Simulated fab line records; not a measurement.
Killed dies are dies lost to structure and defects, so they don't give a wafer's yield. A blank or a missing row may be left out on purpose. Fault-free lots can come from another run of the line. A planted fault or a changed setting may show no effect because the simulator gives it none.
What tool caused it?	flow berkeley-cmos170	Sampling: 14 lots, 42 wafers, 5 of 331 route steps

WHAT THE GAUGES READ, wafer by wafer
UCB170_PWELL_OVL_MEAS_13.
lot	measured	on	PWELL_OVL (nm)
L856	day 3 12:32	overlay-01	4 -1 2
L855	day 3 12:54	overlay-01	5 6 -1
L854	day 3 13:11	overlay-01	0 7 2
L857	day 3 23:16	overlay-01	-10 -5 -8
L859	day 4 08:29	overlay-01	-5 -1 -4
L860	day 4 13:10	overlay-01	-10 1 -4
L869	day 6 11:34	overlay-02	-3 3 -4
L870	day 6 11:44	overlay-01	3 1 -2
L871	day 7 00:21	overlay-01	2 4 2
L873	day 7 11:59	overlay-01	-5 -2 -3
L874	day 7 12:13	overlay-02	1 1 4
L875	day 7 20:18	overlay-01	-3 6 -3
L877	day 8 07:41	overlay-02	9 5 6
L876	day 8 07:57	overlay-02	3 2 2

UCB170_SDANNEAL_RS_MEAS_04: uses a four-point probe to measure.
lot	measured	on	PLDD_RS (ohm/sq)
L856	day 7 23:43	film-metro-02	1027.4 1028.4 1028.3
L855	day 7 23:52	film-metro-01	1036.7 1033.4 1033.3
L854	day 7 23:14	film-metro-01	1036.9 1032.1 1033.8
L857	day 8 17:02	film-metro-01	1031.6 1032.4 1029.6
L859	day 9 03:54	film-metro-02	1080.8 1085.2 1080.3
L860	day 9 04:24	film-metro-02	1084.9 1086.9 1086.8
L869	day 10 16:10	film-metro-02	1033.4 1035.2 1035.2
L870	day 10 21:05	film-metro-03	1032.2 1029.8 1029.0
L871	day 10 21:04	film-metro-01	1037.0 1033.6 1034.0
L873	day 11 21:08	film-metro-02	1030.2 1032.2 1031.3
L874	day 11 21:16	film-metro-01	1034.0 1035.4 1036.3
L875	day 11 21:12	film-metro-03	1031.0 1026.8 1029.6
L877	day 12 13:29	film-metro-03	1030.2 1030.4 1031.5
L876	day 12 13:08	film-metro-02	1029.3 1033.0 1033.2

WHAT TOOL EACH LOT RAN ON (gives the tool, then ch and the chambers of the sampled wafers, and finally the start)
lot	UCB170_PWELL_STRIP_16	UCB170_PLDD_IMPLANT_09	UCB170_PLDD_STRIP_10
L856	plasma-asher-02 ch 0,1, day 3 12:49	implanter-03 ch 0, day 7 11:11	plasma-asher-02 ch 0,1, day 7 11:19
L855	plasma-asher-04 ch 0,1, day 3 13:11	implanter-01 ch 0, day 7 11:01	plasma-asher-01 ch 0,1, day 7 11:10
L854	plasma-asher-02 ch 0,1, day 3 13:28	implanter-03 ch 0, day 7 10:43	plasma-asher-03 ch 0,1, day 7 10:52
L857	plasma-asher-04 ch 0,1, day 3 23:33	implanter-01 ch 0, day 7 23:23	plasma-asher-03 ch 0,1, day 7 23:32
L859	plasma-asher-01 ch 0,1, day 4 08:46	implanter-01 ch 0, day 8 11:23	plasma-asher-01 ch 0,1, day 8 11:32
L860	plasma-asher-04 ch 0,1, day 4 13:26	implanter-01 ch 0, day 8 14:53	plasma-asher-01 ch 0,1, day 8 15:01
L869	plasma-asher-01 ch 0,1, day 6 11:51	implanter-03 ch 0, day 10 05:34	plasma-asher-01 ch 1, day 10 05:41
L870	plasma-asher-02 ch 0,1, day 6 12:03	implanter-04 ch 0, day 10 06:52	plasma-asher-01 ch 0,1, day 10 06:58
L871	plasma-asher-04 ch 0,1, day 7 00:40	implanter-03 ch 0, day 10 07:02	plasma-asher-02 ch 0,1, day 10 07:10
L873	plasma-asher-02 ch 0,1, day 7 12:16	implanter-03 ch 0, day 11 07:30	plasma-asher-02 ch 0,1, day 11 07:39
L874	plasma-asher-04 ch 0,1, day 7 12:31	implanter-04 ch 0, day 11 07:37	plasma-asher-03 ch 0,1, day 11 07:46
L875	plasma-asher-01 ch 0,1, day 7 20:36	implanter-03 ch 0, day 11 07:52	plasma-asher-02 ch 0,1, day 11 07:59
L877	plasma-asher-04 ch 0,1, day 8 08:00	implanter-04 ch 0, day 11 21:29	plasma-asher-02 ch 0,1, day 11 21:37
L876	plasma-asher-01 ch 0,1, day 8 08:14	implanter-03 ch 0, day 11 21:09	plasma-asher-01 ch 1, day 11 21:18
- UCB170_PWELL_STRIP_16: strips in O2.
- UCB170_PLDD_IMPLANT_09
- UCB170_PLDD_STRIP_10: strips in O2.

WHAT THE TOOLS THEMSELVES READ (means of the sampled wafers that have a number; where no wafer has one, the mark that the record gives instead)
UCB170_PWELL_STRIP_16.
lot	tool	drypump-motor-current-A (A)	oes-product-au (a.u.)	strip-time-to-endpoint-s (s)
L856	plasma-asher-02	6.1	0.719	18.03
L855	plasma-asher-04	5.8	0.719	18.02
L854	plasma-asher-02	5.8	0.721	18.16
L857	plasma-asher-04	5.7	0.722	18.05
L859	plasma-asher-01	5.4	0.723	18.12
L860	plasma-asher-04	5.7	0.720	18.01
L869	plasma-asher-01	5.4	0.720	18.11
L870	plasma-asher-02	5.8	0.722	18.06
L871	plasma-asher-04	5.8	0.721	18.05
L873	plasma-asher-02	5.8	0.727	18.09
L874	plasma-asher-04	5.8	0.725	18.15
L875	plasma-asher-01	5.8	0.719	17.88
L877	plasma-asher-04	5.8	0.720	18.03
L876	plasma-asher-01	5.4	0.724	18.08

UCB170_PLDD_IMPLANT_09.
lot	tool	beam-energy-keV	dose-ions-cm2	faraday-current-uA
L856	implanter-03	10.004	5e+13	161
L855	implanter-01	10.002	5e+13	158
L854	implanter-03	9.998	5e+13	159
L857	implanter-01	10.003	5e+13	158
L859	implanter-01	10.002	4e+13	136
L860	implanter-01	10.001	4e+13	141
L869	implanter-03	10.001	5e+13	156
L870	implanter-04	10.001	5e+13	159
L871	implanter-03	10.000	5e+13	161
L873	implanter-03	9.999	5e+13	156
L874	implanter-04	9.999	5e+13	156
L875	implanter-03	10.000	5e+13	159
L877	implanter-04	9.999	5e+13	156
L876	implanter-03	9.999	5e+13	159

UCB170_PLDD_STRIP_10.
lot	tool	drypump-motor-current-A (A)	oes-product-au (a.u.)	strip-time-to-endpoint-s (s)
L856	plasma-asher-02	5.8	0.732	21.68
L855	plasma-asher-01	5.8	0.734	21.67
L854	plasma-asher-03	5.3	0.738	21.61
L857	plasma-asher-03	5.2	0.734	21.57
L859	plasma-asher-01	5.8	0.736	21.51
L860	plasma-asher-01	5.4	0.736	21.72
L869	plasma-asher-01	6.2	0.733	21.59
L870	plasma-asher-01	5.4	0.733	21.68
L871	plasma-asher-02	5.8	0.738	21.73
L873	plasma-asher-02	5.8	0.734	21.59
L874	plasma-asher-03	5.3	0.736	21.62
L875	plasma-asher-02	5.7	0.734	21.61
L877	plasma-asher-02	5.8	0.729	21.66
L876	plasma-asher-01	6.1	0.739	21.63

THE ANSWER, worked out from the rows above alone
Rule: usual is defined by the lots themselves. The widest of any qualifying gaps counts: lots, ordered by their means at a reading, are off when they make up no more than a third of the lots, leave a main group of 4 or more, and stand apart from it by 3 or more times the standard deviation of that group's means. A main group is skipped when, at the precision printed for the reading in the tables above, its means are all equal. Also off: a lot with no number at a reading for which 4 or more lots have one. All remaining lots with rows at the step are treated as sound. After the gauges, taken in route order, come the tools' own readings; for these a lot's mean is taken, as printed above. At the first step where some lot is off, the reading lying furthest off is the one used; lots without a number count as furthest.
Off: at UCB170_SDANNEAL_RS_MEAS_04 (PLDD_RS), L859, L860. Mean 1032.2 ohm/sq and standard deviation 2.3 in the main group.
A tool fits if, at a process step before that reading, it ran every lot that is off, and no sound lot after the first of them. The gauges at UCB170_SDANNEAL_RS_MEAS_04 aren't tried: what is off there is off at UCB170_PLDD_IMPLANT_09 too, on other tools, and a gauge's error can't cause that. One fits: UCB170_PLDD_IMPLANT_09 on implanter-01. Its last sound lot is L857 (day 7 23:23), its first lot that is off L859 (day 8 11:23): a fault that began between those two fits.
The tool's own readings at UCB170_PLDD_IMPLANT_09 bear it out: on the lots that are off they differ by more than 5 times the standard deviation of the sound lots' means. dose-ions-cm2 reads 4e+13 there against 5e+13 on the sound lots; faraday-current-uA reads 138 there against 158 on the sound lots.

WHAT HAD BEEN PUT IN BY THE SIMULATOR
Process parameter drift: implanter-01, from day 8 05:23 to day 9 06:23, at UCB170_PLDD_IMPLANT_09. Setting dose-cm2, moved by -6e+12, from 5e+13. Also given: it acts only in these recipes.
Shown lots that were struck: L859, L860. The rule given above showed the same thing.
